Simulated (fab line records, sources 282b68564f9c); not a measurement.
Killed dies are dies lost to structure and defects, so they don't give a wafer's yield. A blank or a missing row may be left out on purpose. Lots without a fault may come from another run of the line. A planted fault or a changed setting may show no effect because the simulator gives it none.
Which tool did it? | flow rit_cmos | 7 lots, 21 wafers sampled, at 2 steps of a route of 202

WHAT THE GAUGES READ, wafer by wafer
RIT_NSD_TW_MEAS_10.
lot  | measured    | on            | NSD_TW
L341 | day 3 10:10 | film_metro-01 | 3110 3113 3110
L345 | day 4 05:33 | film_metro-02 | 3099 3105 3081
L347 | day 4 15:53 | film_metro-03 | 3138 3137 3147
L350 | day 5 07:02 | film_metro-03 | 3423 3437 3450
L352 | day 5 22:59 | film_metro-01 | 3118 3108 3125
L358 | day 6 22:04 | film_metro-01 | 3123 3122 3121
L361 | day 7 13:49 | film_metro-01 | 3127 3132 3121

WHICH TOOL RAN EACH LOT (tool, then ch and the chambers of the sampled wafers, then the start)
lot  | RIT_NSD_IMPLANT_08
L341 | implanter-01 ch 0, day 3 09:52
L345 | implanter-04 ch 0, day 4 05:16
L347 | implanter-02 ch 0, day 4 15:34
L350 | implanter-02 ch 0, day 5 06:44
L352 | implanter-01 ch 0, day 5 22:40
L358 | implanter-01 ch 0, day 6 21:47
L361 | implanter-01 ch 0, day 7 13:29
- RIT_NSD_IMPLANT_08

THE ANSWER, worked out from the rows above alone
Rule: what is usual is taken from the lots themselves. Put in order of their means at a reading, lots are off if they are a third of the lots or fewer, leave a main group of 4 or more, and stand apart from it by a gap of 3 or more times the standard deviation of the main group's means; of several such gaps the widest counts. A main group whose means are all the same, to the digits that the tables above print for the reading, isn't used. A lot without any number at a reading at which 4 lots or more have one is off too. The other lots that the step has rows for count as sound.
Off: L350, at RIT_NSD_TW_MEAS_10 (NSD_TW). The main group: mean 3119, standard deviation 14.
A tool fits if, at a process step before that reading, it ran every lot that is off, and no sound lot after the first of them. The gauges at RIT_NSD_TW_MEAS_10 are tried like those tools. Can't be told from this: 2 tools fit, implanter-02 at RIT_NSD_IMPLANT_08, film_metro-03 at RIT_NSD_TW_MEAS_10.

WHAT THE SIMULATOR HAD PUT IN
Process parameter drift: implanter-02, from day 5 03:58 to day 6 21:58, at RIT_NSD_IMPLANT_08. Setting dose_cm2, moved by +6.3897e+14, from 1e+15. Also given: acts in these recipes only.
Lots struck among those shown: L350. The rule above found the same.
